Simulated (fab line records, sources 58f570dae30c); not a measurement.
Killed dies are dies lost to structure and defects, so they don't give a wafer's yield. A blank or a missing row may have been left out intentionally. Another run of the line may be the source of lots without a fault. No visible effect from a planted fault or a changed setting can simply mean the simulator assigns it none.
One fault through the eyes of 2 desks | flow berkeley_cmos170 | each desk holds nothing but its own numbers, with what lay behind them at the end

== AT THE TOOL OWNER'S DESK: implanter-02 ==
The tool's own readings at UCB170_NSD_IMPLANT_08: means of the sampled wafers that have a number, for each lot that ran on this tool. Any lot whose mean is over 4 standard deviations away from the usual mean is out of limits and marked OUT; that distance is given in the brackets.
Columns: A = dose_ions_cm2 at UCB170_NSD_IMPLANT_08, usual 3e+15; B = end_station_pressure_torr at UCB170_NSD_IMPLANT_08, usual 1.26e-05 Torr; C = faraday_current_uA at UCB170_NSD_IMPLANT_08, usual 9266
lot  | first seen here | A                       | B        | C
L478 | day 6 11:42     | 3e+15                   | 1.26e-05 | 9184
L480 | day 7 04:28     | 3e+15                   | 1.28e-05 | 9477
L483 | day 7 17:05     | 3e+15                   | 1.26e-05 | 9187
L488 | day 9 03:24     | 3e+15                   | 1.28e-05 | 9291
L491 | day 9 12:37     | 3e+15                   | 1.22e-05 | 9185
L493 | day 9 19:25     | 2e+15 (-99 or more) OUT | 1.03e-05 | 6794 (-14) OUT
L495 | day 10 08:57    | 2e+15 (-99 or more) OUT | 1.03e-05 | 6873 (-13) OUT
Finding of this desk: L493, L495 out of limits; the first was L493 at day 9 19:25, on dose_ions_cm2 at UCB170_NSD_IMPLANT_08. Within limits: L478, L480, L483, L488, L491.

== AT THE METROLOGY DESK ==
What the gauges read, lot by lot, whatever tool the lot ran on: means of the sampled wafers that have a number. Any lot whose mean is over 4 standard deviations away from the usual mean is out of limits and marked OUT; that distance is given in the brackets.
Columns: A = PLDD_TW at UCB170_PLDD_TW_MEAS_11, usual 1008; B = NSD_TW at UCB170_NSD_TW_MEAS_10, usual 4178; C = NSD_RS at UCB170_SDANNEAL_RS_MEAS_03, usual 37.27 ohm/sq; D = SILICIDE_TI_THK at UCB170_SILICIDE_THK_MEAS_03, usual 30.1 nm
lot  | first seen here | A    | B               | C               | D
L479 | day 6 02:13     | 1008 | 4172            | 37.26           | 29.5
L478 | day 6 02:29     | 1015 | 4168            | 37.39           | 30.7
L481 | day 6 17:02     | 1013 | 4143            | 37.16           | 29.6
L480 | day 6 17:21     | 1005 | 4226            | 37.26           | 29.5
L482 | day 7 06:44     | 1005 | 4166            | 37.32           | 30.0
L483 | day 7 07:08     | 1020 | 4194            | 37.22           | 29.9
L484 | day 7 17:53     | 1007 | 4181            | 37.24           | 30.1
L485 | day 8 08:34     | 1010 | 4165            | 37.24           | 30.4
L486 | day 8 08:54     | 1011 | 4186            | 37.16           | 30.3
L488 | day 8 16:53     | 1009 | 4147            | 37.21           | 29.8
L491 | day 9 00:40     | 1015 | 4172            | 37.22           | 30.6
L493 | day 9 09:52     | 1003 | 4033 (-6.3) OUT | 43.67 (+71) OUT | 30.5
L494 | day 9 19:04     | 1002 | 4162            | 37.21           | 31.4
L495 | day 9 19:11     | 1001 | 4033 (-6.3) OUT | 44.04 (+75) OUT | 30.1
This desk reports L493, L495 out of limits; the earliest was L493 at day 9 19:38 (NSD_TW at UCB170_NSD_TW_MEAS_10). Within limits: L479, L478, L481, L480, L482, L483, L484, L485, L486, L488, L491, L494.

== TAKEN TOGETHER ==
An alarm could have come from the tool owner's desk at day 9 19:25, on L493, L495.
Metrology desk: alarm possible at day 9 19:38 on L493, L495.
All the named lots went through UCB170_NSD_IMPLANT_08 on implanter-02.

== WHAT THE SIMULATOR HAD PUT IN ==
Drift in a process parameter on implanter-02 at UCB170_NSD_IMPLANT_08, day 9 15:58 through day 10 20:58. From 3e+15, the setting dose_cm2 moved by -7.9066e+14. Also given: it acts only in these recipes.
Struck lots among those shown: L493, L495.
Delay (hours) between the fault's onset and each desk's first out-of-limits reading: 3 at the tool owner's desk, 4 at the metrology desk.
